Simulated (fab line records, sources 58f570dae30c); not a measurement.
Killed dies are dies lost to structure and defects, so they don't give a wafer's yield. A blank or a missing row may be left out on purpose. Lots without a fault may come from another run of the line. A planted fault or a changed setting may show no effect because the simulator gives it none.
One fault seen from 2 desks | flow berkeley_cmos170 | each desk has only its own numbers; what lay behind them comes last

THE METROLOGY DESK
What the gauges read, lot by lot, whatever tool the lot ran on: means of the sampled wafers that have a number. A lot is out of limits, marked OUT, if its mean lies more than 4 standard deviations from the usual mean; the brackets give that distance.
Columns: A = PVT_OVL at UCB170_PVT_OVL_MEAS_06, usual -2 nm
lot  | first seen here | A
L798 | day 6 21:17     | -6
L799 | day 6 21:37     | -1
L800 | day 6 21:37     | 0
L801 | day 7 06:45     | 0
L802 | day 7 07:12     | 3
L805 | day 7 22:43     | -4
L804 | day 7 22:46     | -6
L803 | day 7 23:16     | -1
L806 | day 8 08:15     | -5
L807 | day 8 08:22     | -2
L809 | day 8 18:04     | -2
L811 | day 8 18:06     | 515 (+99 or more) OUT
L808 | day 8 18:13     | 522 (+99 or more) OUT
L810 | day 8 19:34     | 524 (+99 or more) OUT
L812 | day 9 20:25     | 517 (+99 or more) OUT
L819 | day 10 19:56    | 2
This desk's finding: out of limits on L808, L810, L811, L812; first on L811, day 8 18:06 (PVT_OVL at UCB170_PVT_OVL_MEAS_06). In limits: L798, L799, L800, L801, L802, L805, L804, L803, L806, L807, L809, L819.

THE TOOL OWNER'S DESK: krf_scanner-01
The tool's own readings at UCB170_PVT_EXPOSE_03 (exposes mask NWELL, target cd 3000 nm): means of the sampled wafers that have a number, for each lot that ran on this tool. A lot is out of limits, marked OUT, if its mean lies more than 4 standard deviations from the usual mean; the brackets give that distance.
Columns: A = focus_offset_nm at UCB170_PVT_EXPOSE_03, usual 0.0 nm; B = stage_vel_mm_s at UCB170_PVT_EXPOSE_03, usual 499.99 mm/s
lot  | first seen here | A    | B
L798 | day 6 20:11     | -0.3 | 500.28
L799 | day 6 20:59     | -0.7 | 500.18
L801 | day 7 06:22     | 0.3  | 500.00
L805 | day 7 22:08     | 0.6  | 499.95
L806 | day 8 07:44     | -0.1 | 499.80
L809 | day 8 17:23     | -0.4 | 500.01
L811 | day 8 17:30     | -0.5 | 499.73
L808 | day 8 17:37     | -0.2 | 499.98
L810 | day 8 19:01     | 0.3  | 499.89
L812 | day 9 19:34     | -0.3 | 499.81
This desk's finding: nothing out of limits on any of the 10 lots.

PUT TOGETHER
The metrology desk could have raised an alarm at day 8 18:06, on L808, L810, L811, L812.
The tool owner's desk saw nothing out of limits.
The tool owner's desk has L808, L810, L811, L812 on record, within its limits.
Of the lots named, all ran UCB170_PVT_EXPOSE_03 on krf_scanner-01.

WHAT THE SIMULATOR HAD PUT IN
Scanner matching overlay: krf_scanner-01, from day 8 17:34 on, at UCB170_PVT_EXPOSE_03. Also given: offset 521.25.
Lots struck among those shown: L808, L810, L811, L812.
Hours from the fault's start to each desk's first reading out of limits: the metrology desk, 1.
